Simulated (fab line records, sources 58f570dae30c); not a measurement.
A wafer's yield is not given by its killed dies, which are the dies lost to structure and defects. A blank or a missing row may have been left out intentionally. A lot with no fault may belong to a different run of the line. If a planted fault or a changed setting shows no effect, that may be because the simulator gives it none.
Code-filled problem report in 8D (eight disciplines) form    flow berkeley cmos170    the parts of the form that need people (team, actions taken, sign-off) are left out

1. PROBLEM STATEMENT
At UCB170_M1_ETCH_11, oes product au averages 0.772 a.u. over 6 wafers from 2 lots, while fault-free wafers read 0.996 a.u., standard deviation 0.016. That puts it -14 standard deviations away from the usual mean.
The step: etches BARC in N2/H2.
Seen first at day 9 05:49 on rie diel-03, wafer L904.1. The record holds 42 wafers of 14 lots with a number at this step. Rule for "out", or "out of limits": more than 4 standard deviations from the usual mean. Any other wafer with a number is counted as sound.

2. WHAT IT IS, WHAT IT ISN'T
question                     is                      is not
which readings at this step  oes product au          drypump motor current A, throttle valve pct
which lots                   L904, L905              L892, L893, L894, L896, L897, L902, L908, L909, L910, L913, L914, L915
which wafers of those lots   all that have a number  -
read on which tools          rie diel-03             rie diel-02, rie diel-04
when                         from day 9 05:49        up to then (18 sound wafers); but 18 sound wafers of L908, L909, L910, L913, L914, L915 came after

3. WHAT RULES OUT EACH SUSPECT
Counting: a tool stays on the suspect list if, at a process step up to the reading, it processed all lots that are out and no sound lot following the first of them.
- rie diel-03 at UCB170_M1_ETCH_11 (etches BARC in N2/H2): kept. All lots that are out passed through it, beginning with L904 at day 9 05:49, and no sound lot followed; its final sound lot before that point was L902 at day 8 19:56. Its own readings are out on those wafers: oes product au.
The count leaves rie diel-03 at UCB170_M1_ETCH_11.

4. THE CAUSE (what the simulator had put in)
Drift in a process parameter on rie diel-03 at UCB170_M1_ETCH_11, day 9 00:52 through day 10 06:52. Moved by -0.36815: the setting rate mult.
The count eliminated every tool but this one.

5. SEQUENCE OF EFFECTS, ordered by route
Each row: a reading where the mean over the struck wafers with a number is more than 3 standard deviations away from the usual. Readings are gone through only where the record gives a usual standard deviation; hours: the median, over the lots, of the time from a lot's start at the first step in this table giving one to that lot's start at this step; sigmas: the change measured in usual standard deviations.
hours  step               reading         usual       on struck wafers  change  sigmas
0      UCB170_M1_ETCH_11  oes product au  0.996 a.u.  0.772             -0.224  -14
The process steps in it:
- UCB170_M1_ETCH_11: etches BARC in N2/H2.

6. HOW IT WOULD HAVE BEEN CAUGHT EARLIER
5 hours passed between the start of the fault at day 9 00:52 and the first reading out of limits in this record, taken at day 9 05:49.
